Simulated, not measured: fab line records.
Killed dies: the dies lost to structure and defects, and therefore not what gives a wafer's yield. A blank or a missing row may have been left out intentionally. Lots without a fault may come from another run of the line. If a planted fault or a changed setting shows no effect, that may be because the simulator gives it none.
Chamber matching -- flow berkeley_cmos170 -- rie_diel-02 running UCB170_NWELL_ETCH_13: 4 sister chambers
The step etches Si3N4 in CH3F/Ar/O2, stops on SiO2, target depth 246.4 nm, time 154 s. 16 wafers are shown with their chamber, then 8 later ones without.

EACH WAFER AND ITS CHAMBER
wafer,chamber,drypump_motor_current_A (A),throttle_valve_pct (%),oes_product_au (a.u.)
L303.1,1,6.2,7.95,0.928
L303.2,0,5.3,8.25,0.938
L303.4,2,6.2,7.73,0.947
L305.1,1,6.2,7.98,0.938
L305.2,2,6.2,7.74,0.964
L305.6,3,5.6,8.00,0.945
L306.3,0,5.3,8.27,0.938
L306.4,1,6.2,7.97,0.934
L306.6,2,6.2,7.74,0.967
L308.1,0,5.3,8.27,0.939
L308.3,3,5.6,7.98,0.936
L308.4,2,6.2,7.74,0.951
L313.2,2,6.2,7.76,0.958
L313.4,2,6.2,7.74,0.949
L313.5,1,6.2,7.96,0.935
L318.2,1,6.1,7.97,0.946

SIGNATURES (means of the wafers above)
reading,chamber 0,chamber 1,chamber 2,chamber 3,scatter within a chamber
drypump_motor_current_A,5.300,6.180,6.200,5.600,0.0258
throttle_valve_pct,8.2633,7.9660,7.7417,7.9900,0.0111
oes_product_au,0.93833,0.93620,0.95600,0.94050,0.00682
Rule: distance of a wafer from a chamber = root of the sum over the readings of ((wafer's reading minus chamber's mean) / reading's scatter) squared. The wafer belongs to the nearest chamber; if the next one is less than 2 further off, it can't be placed. The scatter is the square root of a quotient: the sum, over the shown wafers, of each reading's squared deviation from its chamber's mean, divided by wafers minus chambers.

WAFERS MISSING THEIR CHAMBER
wafer,drypump_motor_current_A (A),throttle_valve_pct (%),oes_product_au (a.u.)
L318.3,6.2,7.75,0.967
L318.5,6.2,7.97,0.937
L322.2,5.3,8.26,0.935
L322.4,5.6,7.99,0.934
L322.6,5.3,8.25,0.938
L323.1,6.2,7.96,0.933
L323.4,6.1,7.94,0.941
L323.6,5.3,8.26,0.934

WHICH CHAMBER EACH WENT THROUGH
wafer,from the rows above,in truth
L318.3,2,2
L318.5,1,1
L322.2,0,0
L322.4,3,3
L322.6,0,0
L323.1,1,1
L323.4,1,1
L323.6,0,0
Correct placement for 8 of the 8. Left unplaced by these rows: 0. Placed wrongly: 0.
